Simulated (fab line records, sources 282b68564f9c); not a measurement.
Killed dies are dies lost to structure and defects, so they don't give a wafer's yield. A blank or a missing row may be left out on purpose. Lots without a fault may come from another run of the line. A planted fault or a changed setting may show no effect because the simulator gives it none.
Which tool did it? | flow rit_cmos | 7 lots, 21 wafers sampled, at 2 steps of a route of 202

WHAT THE GAUGES READ, wafer by wafer
RIT_ACTIVE_CD_MEAS_90: target cd 1400 nm.
lot  | measured    | on        | cd_nm (nm)
L361 | day 2 01:34 | cd_sem-01 | 1399.6 1399.4 1399.1
L363 | day 2 11:11 | cd_sem-01 | 1396.5 1397.1 1395.8
L365 | day 2 23:29 | cd_sem-01 | 1399.0 1398.0 1399.3
L369 | day 3 23:12 | cd_sem-02 | 1398.6 1400.3 1399.5
L374 | day 4 18:02 | cd_sem-02 | - - -
L379 | day 5 20:36 | cd_sem-02 | 1401.6 1402.4 1401.6
L382 | day 6 10:01 | cd_sem-01 | 1400.9 1400.2 1402.6

WHICH TOOL RAN EACH LOT (tool, then ch and the chambers of the sampled wafers, then the start)
lot  | RIT_ACTIVE_ETCH_13
L361 | rie_diel-01 ch 1,2,3, day 2 01:13
L363 | rie_diel-01 ch 0,1,3, day 2 10:53
L365 | rie_diel-01 ch 0,1,3, day 2 23:10
L369 | rie_diel-01 ch 0,3, day 3 22:54
L374 | rie_diel-01 ch 0,1,2, day 4 17:43
L379 | rie_diel-04 ch 0,1,3, day 5 20:17
L382 | rie_diel-04 ch 0,2, day 6 09:43
- RIT_ACTIVE_ETCH_13: etches Si3N4 in SF6, stops on SiO2, time 210 s, target depth 210 nm.

THE ANSWER, worked out from the rows above alone
Rule: what is usual is taken from the lots themselves. Put in order of their means at a reading, lots are off if they are a third of the lots or fewer, leave a main group of 4 or more, and stand apart from it by a gap of 3 or more times the standard deviation of the main group's means; of several such gaps the widest counts. A main group whose means are all the same, to the digits that the tables above print for the reading, isn't used. A lot without any number at a reading at which 4 lots or more have one is off too. The other lots that the step has rows for count as sound.
Off: L374, at RIT_ACTIVE_CD_MEAS_90 (cd_nm). Without a number there: L374. The main group: mean 1399.5 nm, standard deviation 1.7.
A tool fits if, at a process step before that reading, it ran every lot that is off, and no sound lot after the first of them. The gauges at RIT_ACTIVE_CD_MEAS_90 are tried like those tools. One fits: rie_diel-01 at RIT_ACTIVE_ETCH_13. Its last sound lot is L369 (day 3 22:54), its first lot that is off L374 (day 4 17:43): a fault that began between those two fits.

WHAT THE SIMULATOR HAD PUT IN
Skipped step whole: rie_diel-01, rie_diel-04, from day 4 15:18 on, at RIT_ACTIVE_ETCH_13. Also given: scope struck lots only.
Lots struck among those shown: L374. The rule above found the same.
